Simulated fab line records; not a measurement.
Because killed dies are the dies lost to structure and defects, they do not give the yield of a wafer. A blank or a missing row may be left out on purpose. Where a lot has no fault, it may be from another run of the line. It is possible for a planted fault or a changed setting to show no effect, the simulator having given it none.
fab line records    flow berkeley-cmos170
[record] lots = 6  wafers = 18  last-day = 11
route steps=331 shown NLDD@159 SPACER@171 PSD@175 M3@331
lots with no fault: from the same line, run without faults
start-h: the number of hours between the record's first day and the start of the first shown wafer of the lot    wait-h: hours elapsed since this lot's preceding step    " as in the row above    L1.1+2: a single row standing in for several wafers    - no value present, or no start provided    * or withheld: withheld    < > ~ a bound
route shown NAME@n: NAME is a module with steps in the file, n the number in the route of the first one    usual: average and standard deviation across the fault-free wafers    same: alike in all rows    chamber/n: place in a boat    sites: each site's reading    _std_site: how widely they spread, as a standard deviation    _edge_site: outer sites' mean less inner sites'    radius-mm: for every site, how far away it sits from the centre of the wafer    mask NAME#n: copy n    behind: the tool/chamber that last shaped the wafer    hold: why the lot was held/for how many hours/how that ended    device: names the non-switching transistor (n, p or np)    end of line: the route-end tests of the same wafers    step lacking rows: just its recipe    killed: the dies lost at the first sort to structure and to defects; this is not the yield of the wafer    map: a wafer's dies, marking killed ones x, the rest . and places with no die _
set.NAME: the run value of the setting; set.NAME@STEP: its run value at that earlier step    model.NAME: the simulator's own value behind a step, which no gauge read
certain route steps with their lots: each step a table, each wafer a row
services: the hour from which a tool's chamber was out of use, counted from the record's first day as start-h (under 0 if before that day), plus the number of hours and why
[[steps]]
[step UCB170_NLDD_COAT_01]
[recipe] resist = KrF  spin-rpm = 1500  resist-thk-nm = 900
[step UCB170_NLDD_SOFTBAKE_02]
[recipe] resist = KrF  temp-c = 130  time-s = 60
[step UCB170_NLDD_EXPOSE_03]
[recipe] mask-id = NSELECT  na = 0.5  sigma-outer = 0.6  source-shape = conventional  target-cd-nm = 1200  dose-mj = 30
[step UCB170_NLDD_PEB_04]
[recipe] peb-temp-c = 130  peb-time-s = withheld  resist = KrF
[step UCB170_NLDD_DEVELOP_05]
[recipe] developer = TMAH  develop-time-s = 45  resist = KrF  dev-temp-c = 21
[step UCB170_NLDD_CD_MEAS_06]
[recipe] target-cd-nm = 1200
[usual] cd-nm = 1199.9/1.3
lot.wafer  tool       chamber  start-h  wait-h  cd-nm
L521.4     cd-sem-01  -        139.53   -       1197.9
L521.5     "          -        "        "       1199.6
L521.6     "          -        "        "       1199.1
L529.1     cd-sem-02  -        188.98   -       1199.5
L529.2     "          -        "        "       1199.7
L529.3     "          -        "        "       1199.3
L528.2     cd-sem-02  -        190.17   -       1201.2
L528.4     "          -        "        "       1200.1
L528.6     "          -        "        "       1200.5
L531.4     cd-sem-02  -        193.44   -       1199.9
L531.5     "          -        "        "       1201.4
L531.6     "          -        "        "       1200.6
L536.4     cd-sem-02  -        226.23   -       1200.0
L536.5     "          -        "        "       1200.3
L536.6     "          -        "        "       1198.9
L537.3     cd-sem-02  -        226.48   -       1199.1
L537.4     "          -        "        "       1200.6
L537.6     "          -        "        "       1199.0
[step UCB170_NLDD_OVL_MEAS_07]
[usual] NLDD_OVL = -1/4.1
lot.wafer  tool        chamber  start-h  wait-h  NLDD_OVL[nm]
L521.4     overlay-02  -        139.61   0.1     3
L521.5     "           -        "        "       0
L521.6     "           -        "        "       2
L529.1     overlay-01  -        189.10   0.1     -8
L529.2     "           -        "        "       -3
L529.3     "           -        "        "       -9
L528.2     overlay-02  -        190.28   0.1     -3
L528.4     "           -        "        "       3
L528.6     "           -        "        "       -2
L531.4     overlay-01  -        193.52   0.1     7
L531.5     "           -        "        "       -1
L531.6     "           -        "        "       1
L536.4     overlay-01  -        226.31   0.1     -4
L536.5     "           -        "        "       -2
L536.6     "           -        "        "       -11
L537.3     overlay-01  -        226.58   0.1     8
L537.4     "           -        "        "       5
L537.6     "           -        "        "       4
[step UCB170_NLDD_IMPLANT_08]
[recipe] species = As  dose-cm2 = 5e+13  energy-kev = 30  tilt-deg = 7  rotation-deg = 0
[step UCB170_NLDD_IMPLANT_09]
[recipe] species = As  dose-cm2 = 5e+13  energy-kev = 30  tilt-deg = 7  rotation-deg = 180
[step UCB170_NLDD_STRIP_10]
[recipe] chemistry = O2  power-w = 400  pressure-mtorr = 3500  platen-temp-c = withheld  o2-flow-sccm = 400  overash-fraction = 0.5
[usual] drypump-motor-current-A = 5.6/0.67  oes-product-au = 0.735/0.0047  strip-time-to-endpoint-s = 21.66/0.051
[same] overash-fraction = 0.5
lot.wafer  tool             chamber  start-h  wait-h  drypump-motor-current-A  oes-product-au  rf-hours-counter-h  strip-time-to-endpoint-s
L521.4     plasma-asher-03  1        139.96   0.1     6.1                      0.743           -                   21.65
L521.5     "                1        "        "       6.0                      0.732           -                   21.72
L521.6     "                0        "        "       4.9                      0.737           -                   21.68
L529.1     plasma-asher-03  1        189.44   0.1     6.0                      0.727           48                  21.70
L529.2     "                0        "        "       4.9                      0.738           48                  21.59
L529.3     "                0        "        "       4.9                      0.729           -                   21.61
L528.2     plasma-asher-01  1        190.61   0.1     5.1                      0.732           8                   21.73
L528.4     "                0        "        "       6.5                      0.738           -                   21.69
L528.6     "                1        "        "       5.1                      0.736           -                   21.68
L531.4     plasma-asher-03  1        193.87   0.1     6.1                      0.733           -                   21.67
L531.5     "                0        "        "       4.9                      0.732           -                   21.64
L531.6     "                1        "        "       6.1                      0.734           -                   21.73
L536.4     plasma-asher-03  0        226.66   0.1     4.9                      0.732           -                   21.67
L536.5     "                0        "        "       4.9                      0.740           -                   21.72
L536.6     "                1        "        "       6.0                      0.742           -                   21.68
L537.3     plasma-asher-01  1        226.93   0.1     5.1                      0.727           -                   21.62
L537.4     "                0        "        "       6.5                      0.737           -                   21.69
L537.6     "                0        "        "       6.5                      0.732           -                   21.65
[step UCB170_NLDD_TW_MEAS_11]
[usual] NLDD_TW = 2197/21
lot.wafer  tool           chamber  start-h  wait-h  NLDD_TW
L521.4     film-metro-04  -        140.10   0.1     2188
L521.5     "              -        "        "       2194
L521.6     "              -        "        "       2186
L529.1     film-metro-04  -        189.54   0.1     2196
L529.2     "              -        "        "       2199
L529.3     "              -        "        "       2184
L528.2     film-metro-04  -        190.72   0.1     2214
L528.4     "              -        "        "       2190
L528.6     "              -        "        "       2214
L531.4     film-metro-04  -        193.97   0.1     2197
L531.5     "              -        "        "       2207
L531.6     "              -        "        "       2193
L536.4     film-metro-01  -        226.75   0.1     2248
L536.5     "              -        "        "       2255
L536.6     "              -        "        "       2261
L537.3     film-metro-04  -        227.02   0.1     2182
L537.4     "              -        "        "       2200
L537.6     "              -        "        "       2195
[step UCB170_NLDD_CLEAN_12]
[recipe] chemistry = SPM  temp-c = 120  time-s = 600
[step UCB170_SPACER_CVD_00]
[recipe] material = SiO2  target-thk-nm = 376  temp-c = 390  precursor = TEOS/O2  time-s = 47  rf-w = 550  pressure-mtorr = 9000
[usual] heater-power-w = 284/48  rf-fwd-power-W = 545.0/2.4
lot.wafer  tool      chamber  start-h  wait-h  heater-power-w  rf-fwd-power-W  model.SiO2_of_SPACER_CVD_00.thk-nm
L521.4     pecvd-01  2        140.33   0.0     239             542.0           375.4
L521.5     "         0        "        "       315             547.5           380.5
L521.6     "         1        "        "       310             544.8           379.7
L529.1     pecvd-03  0        189.77   0.0     272             547.1           371.3
L529.2     "         1        "        "       296             540.0           377.3
L529.3     "         2        "        "       340             546.5           378.2
L528.2     pecvd-01  1        190.94   0.0     265             543.1           396.2
L528.4     "         0        "        "       321             545.7           405
L528.6     "         0        "        "       337             546.9           402.2
L531.4     pecvd-01  0        194.19   0.0     243             547.6           406.6
L531.5     "         1        "        "       326             548.0           401.1
L531.6     "         0        "        "       266             548.0           402.2
L536.4     pecvd-03  2        226.98   0.0     371             546.7           384.1
L536.5     "         0        "        "       247             546.2           386.6
L536.6     "         1        "        "       230             541.6           380.2
L537.3     pecvd-04  1        227.23   0.0     245             545.9           377.9
L537.4     "         1        "        "       251             543.5           383.7
L537.6     "         0        "        "       310             545.5           382.4
[step UCB170_SPACER_THK_MEAS_01]
[recipe] reads = SiO2_of_SPACER_CVD_00
[usual] SPACER_TEOS_THK = 376/4.6
lot.wafer  tool           chamber  start-h  wait-h  SPACER_TEOS_THK[nm]
L521.4     film-metro-01  -        140.38   0.0     375
L521.5     "              -        "        "       381
L521.6     "              -        "        "       380
L529.1     film-metro-02  -        189.82   0.0     372
L529.2     "              -        "        "       377
L529.3     "              -        "        "       378
L528.2     film-metro-02  -        191.01   0.1     396
L528.4     "              -        "        "       405
L528.6     "              -        "        "       402
L531.4     film-metro-02  -        194.27   0.1     406
L531.5     "              -        "        "       401
L531.6     "              -        "        "       402
L536.4     film-metro-01  -        227.03   0.0     384
L536.5     "              -        "        "       387
L536.6     "              -        "        "       380
L537.3     film-metro-02  -        227.30   0.0     378
L537.4     "              -        "        "       383
L537.6     "              -        "        "       382
[step UCB170_SPACER_ANNEAL_02]
[recipe] temp-c = 900  time-s = 1800  ambient = N2
[step UCB170_SPACER_ETCHBACK_03]
[recipe] stop-on = Si  target = SiO2  chemistry = CHF3/CF4/Ar  CHF3_flow_sccm = 50  cf4-flow-sccm = 10  Ar_flow_sccm = 120  pressure-mtorr = 200  rf-w = 500  target-depth-a = 3760  time-s = 100
[usual] CHF3_flow_sccm = 49.99/0.14  drypump-motor-current-A = 5.8/0.54  oes-product-au = 0.896/0.013  rf-fwd-power-W = 496.8/1.8  throttle-valve-pct = 6.46/0.13
lot.wafer  tool         chamber  start-h  wait-h  CHF3_flow_sccm  drypump-motor-current-A  oes-product-au  rf-fwd-power-W  rf-hours-counter-h  throttle-valve-pct  model.etch.depth-nm
L521.4     rie-diel-02  2        145.85   0.0     50.01           6.2                      0.894           497.8           50                  6.38                375.4
L521.5     "            3        "        "       50.02           6.3                      0.894           494.7           -                   6.38                380.5
L521.6     "            0        "        "       49.77           6.6                      0.897           498.5           -                   6.28                379.7
L528.2     rie-diel-02  1        194.16   0.0     50.04           5.8                      0.950           499.1           113                 6.58                396.2
L528.4     "            0        "        "       49.93           6.5                      0.946           498.1           15                  6.26                405
L528.6     "            0        "        "       49.91           6.5                      0.936           497.4           -                   6.29                402.2
L529.1     rie-diel-04  3        194.16   0.0     50.14           5.8                      0.889           492.5           60                  6.42                371.3
L529.2     "            1        "        "       49.80           4.7                      0.901           495.5           103                 6.69                377.3
L529.3     "            0        "        "       49.81           5.8                      0.883           498.7           17                  6.53                378.2
L531.4     rie-diel-03  0        199.76   0.0     49.92           4.8                      0.944           496.4           84                  6.54                406.6
L531.5     "            1        "        "       49.87           5.7                      0.940           497.9           -                   6.37                401.1
L531.6     "            2        "        "       50.16           5.1                      0.950           496.1           -                   6.35                402.2
L536.4     rie-diel-03  0        231.18   0.0     50.01           4.8                      0.904           497.2           -                   6.51                384.1
L536.5     "            1        "        "       49.91           5.7                      0.919           497.7           -                   6.38                386.6
L536.6     "            2        "        "       50.11           5.1                      0.909           498.1           -                   6.35                380.2
L537.3     rie-diel-04  2        231.22   0.1     50.26           6.0                      0.898           499.4           2                   6.63                377.9
L537.4     "            1        "        "       49.93           4.8                      0.904           496.1           105                 6.69                383.7
L537.6     "            3        "        "       50.05           5.8                      0.910           494.8           -                   6.41                382.4
[step UCB170_PSD_HMDS_00]
[recipe] prime-time-s = 60  prime-temp-c = 100
[step UCB170_M3_PROBE_99]
lot.wafer  tool       chamber  start-h  wait-h  model.etest.nplus-sal.width-nm  model.etest.pplus-sal.width-nm  model.etest.nmos_0p35.r-on-ohm-um  model.etest.field-n-metal.vt-v  model.etest.pplus-sal.line-ohm-um  model.etest.nplus-sal.line-ohm-um
L521.4     prober-02  -        171.86   0.2     675.3                           672.9                           1451                               52.92                           5.432                              5.33
L521.5     prober-02  -        171.91   0.2     712.6                           713.7                           1467                               51.92                           5.118                              5.116
L521.6     prober-02  -        171.96   0.2     700.4                           701.4                           1469                               52.28                           5.25                               5.158
L528.2     prober-02  -        225.87   0.1     678.9                           676.9                           1513                               53.37                           5.362                              5.292
L528.4     prober-02  -        225.97   0.2     646.9                           652.2                           1517                               54.06                           5.712                              5.484
L528.6     prober-02  -        226.07   0.2     652.9                           650.5                           1512                               53.48                           5.628                              5.577
L529.1     prober-01  -        226.54   0.1     734.4                           730.8                           1429                               51.92                           4.984                              4.994
L529.2     prober-01  -        226.59   0.1     680.6                           683.5                           1451                               52.81                           5.46                               5.339
L529.3     prober-01  -        226.64   0.2     712.6                           714.5                           1444                               52.29                           5.162                              5.061
L531.4     prober-02  -        228.34   0.2     664.7                           666                             1525                               54.01                           5.557                              5.381
L531.5     prober-02  -        228.39   0.2     638.7                           638.1                           1526                               54.37                           5.626                              5.557
L531.6     prober-02  -        228.44   0.2     632.3                           627.1                           1521                               54.56                           5.896                              5.628
L537.3     prober-01  -        262.67   0.2     721.7                           722.1                           1491                               51.78                           5.104                              5.025
L537.4     prober-01  -        262.72   0.2     689.5                           686.5                           1471                               52.41                           5.255                              5.255
L537.6     prober-01  -        262.82   0.2     717.8                           719.5                           1471                               51.52                           5.103                              4.963
L536.4     prober-02  -        263.08   0.2     693.6                           694.6                           1506                               52.92                           5.36                               5.288
L536.5     prober-02  -        263.13   0.2     671.4                           675.4                           1495                               53                              5.499                              5.417
L536.6     prober-02  -        263.18   0.2     678                             678.5                           1488                               53.34                           5.477                              5.35
// killed by level:class
L521.4 FIELD:geometric-particle:short=1 SPACER:geometric-particle:short=1 SILICIDE:geometric-particle:open=1
L521.5 SCREENOX:geometric-particle:open=1
L521.6 GATE:geometric-particle:open=1 CONTACT:geometric-particle:open=1
L529.1 GATE:geometric-particle:short=1
L529.2 WELLDRIVE:geometric-particle:short=1 ACTIVE:geometric-particle:short=1 FIELD:geometric-particle:short=1 GATE:geometric-particle:open=1 CONTACT:geometric-particle:short=1 M3:geometric-particle:open=1
L529.3 WELLDRIVE:geometric-particle:short=1 SACOX:geometric-particle:open=1 GATE:geometric-particle:short=1 GATE:geometric-particle:open=1 SPACER:geometric-particle:short=1 V1:geometric-particle:short=1 ACTIVE:area-etch=1 NWELL:area-etch=1
L537.3 WELLDRIVE:geometric-particle:open=1 SCREENOX:geometric-particle:short=1 GATE:geometric-particle:short=1 SPACER:geometric-particle:open=1
L537.4 SPACER:geometric-particle:short=1 SILICIDE:geometric-particle:open=1 M3:geometric-particle:short=1
L536.4 GATE:geometric-particle:short=1 SILICIDE:geometric-particle:open=1 PWELL:area-etch=1
L536.5 SILICIDE:geometric-particle:short=1 M1:geometric-particle:short=1 M2:geometric-particle:short=1 ACTIVE:area-etch=1
L536.6 ACTIVE:area-etch=2 START:geometric-particle:short=1 WELLDRIVE:geometric-particle:open=1 GATE:geometric-particle:open=1 V2:geometric-particle:short=1 M3:geometric-particle:open=1
[[services]]
tool             chamber  start-h  hours  kind
plasma-asher-01  0        117.75   -      clean
plasma-asher-01  1        117.75   -      clean
plasma-asher-03  -        123.03   1.1    repair
pecvd-03         -        135.50   14.0   pm
pecvd-03         0        135.50   14.0   vent-cycle
pecvd-03         1        135.50   14.0   vent-cycle
pecvd-03         2        135.50   14.0   vent-cycle
rie-diel-04      0        137.20   10.8   repair
pecvd-01         -        140.73   1.9    repair
pecvd-03         0        149.50   -      clean
pecvd-03         1        149.50   -      clean
pecvd-03         2        149.50   -      clean
pecvd-03         -        158.90   1.2    repair
rie-diel-04      -        168.62   0.3    repair
rie-diel-03      2        171.98   -      clean
rie-diel-03      2        171.98   26.5   scheduled-down
rie-diel-03      2        171.98   26.5   vent-cycle
rie-diel-04      2        173.31   -      clean
rie-diel-04      2        173.31   13.6   scheduled-down
pecvd-03         -        174.06   6.0    pm
pecvd-01         2        183.62   28.4   repair
rie-diel-04      -        188.62   0.2    repair
rie-diel-02      1        189.40   4.4    repair
plasma-asher-01  -        219.53   4.8    repair
[[key]]
[first-sign] step = UCB170_SPACER_THK_MEAS_01  reading = SPACER_TEOS_THK  direction = up  sigmas = 5.6  usual = 376  struck = 402
[effect] step = UCB170_SPACER_ETCHBACK_03  reading = oes-product-au  direction = up  sigmas = 3.7  usual = 0.896  struck = 0.944
[model-effect] step = UCB170_SPACER_CVD_00  value = SiO2_of_SPACER_CVD_00.thk-nm  without = 379.6  struck = 402.2
[model-effect] step = UCB170_SPACER_ETCHBACK_03  value = etch.depth-nm  without = 379.6  struck = 402.2
[model-effect] step = UCB170_M3_PROBE_99  value = etest.nplus-sal.width-nm  without = 699.5  struck = 652.4
met-at UCB170_SPACER_CVD_00
struck-wafers L528.2,L528.4,L528.6,L531.4,L531.5,L531.6
sort-left-out L528.2,L528.4,L528.6,L531.4,L531.5,L531.6
tester-left-out L528,L531
onset-between 140.33 190.94
[fault] kind = process-parameter-drift  tool = pecvd-01  chamber = -  onset-h = 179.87  steps = UCB170_SPACER_CVD_00  channel = target-thk-nm  offset = 22.579  shape = step  end-h = 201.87  acts-in = these-recipes-only  stated = 376
// tester-left-out: of these lots the tester's yield and bins aren't shown, on N5 and GAA mostly nor the transistor test; their killed dies are dies lost to structure and defects alone, not to doping, threshold or leakage, so they don't give the yield
// sort-left-out: the simulated sort isn't trusted on such a fault, so these wafers' sort isn't shown, and their yield isn't known
